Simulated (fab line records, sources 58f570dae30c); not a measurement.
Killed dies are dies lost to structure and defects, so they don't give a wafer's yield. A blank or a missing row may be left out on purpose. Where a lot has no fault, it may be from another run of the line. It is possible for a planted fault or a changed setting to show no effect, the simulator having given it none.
2 desks looking at one fault :: flow berkeley-cmos170 :: every desk sees just its own numbers, and what lay behind them comes last

== THE METROLOGY DESK ==
What the gauges read, lot by lot, whatever tool the lot ran on: means of the sampled wafers that have a number. The brackets show how far a lot's mean lies from the usual mean; more than 4 standard deviations puts the lot out of limits, marked OUT.
Columns: A = cd-nm at UCB170_M1_CD_MEAS_09, usual 700.3 nm; B = M1_OVL at UCB170_M1_OVL_MEAS_10, usual -1 nm; C = cd-nm at UCB170_M1_CD_MEAS_90, usual 701 nm; D = V1_TEOS_THK at UCB170_V1_THK_MEAS_01, usual 1999 nm
lot: L868
first seen here: day 9 16:37
A: 702.2
B: 2
C: 703
D: 2023

lot: L871
first seen here: day 9 19:59
A: 700.8
B: 3
C: 701
D: 1998

lot: L873
first seen here: day 9 22:02
A: 701.5
B: 4
C: 700
D: 1922

lot: L876
first seen here: day 10 15:46
A: 697.7
B: 1
C: 697
D: 1935

lot: L880
first seen here: day 11 20:50
A: 698.5
B: -3
C: 698
D: 1990

lot: L886
first seen here: day 12 10:09
A: 700.5
B: -2
C: 701
D: 1974
This desk's finding: nothing out of limits on any of the 6 lots.

== FOR THE TOOL OWNER'S DESK: pecvd-01 ==
The tool's own readings at UCB170_V1_CVD_00 (deposits SiO2 from TEOS/O2, target thk 2000 nm, time 250 s): means of the sampled wafers that have a number, for each lot that ran on this tool. The brackets show how far a lot's mean lies from the usual mean; more than 4 standard deviations puts the lot out of limits, marked OUT.
Columns: A = heater-power-w at UCB170_V1_CVD_00, usual 254 W; B = pressure-mtorr at UCB170_V1_CVD_00, usual 9000 mTorr; C = run-length-s at UCB170_V1_CVD_00, usual 277.8 s
lot: L871
first seen here: day 9 21:52
A: 225
B: 9002
C: 277.7

lot: L873
first seen here: day 10 00:32
A: 284
B: 9008
C: 268.3 (-25) OUT

lot: L876
first seen here: day 10 19:04
A: 270
B: 9012
C: 267.8 (-26) OUT
This desk finds L873, L876 out of limits, L873 being first, at day 10 00:32 (run-length-s at UCB170_V1_CVD_00). L871: within limits.

== BROUGHT TOGETHER ==
The tool owner's desk had the chance to raise an alarm at day 10 00:32 on L873, L876.
At the metrology desk, nothing out of limits was observed.
The metrology desk has L873, L876 on record, within its limits.
Of the lots named, all ran UCB170_V1_CVD_00 on pecvd-01.

== WHAT WAS PUT IN BY THE SIMULATOR ==
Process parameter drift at UCB170_V1_CVD_00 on pecvd-01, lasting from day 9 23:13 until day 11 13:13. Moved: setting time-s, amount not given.
Struck lots among those shown: L873, L876.
Hours from the fault's start to each desk's first reading out of limits: the tool owner's desk, 1.
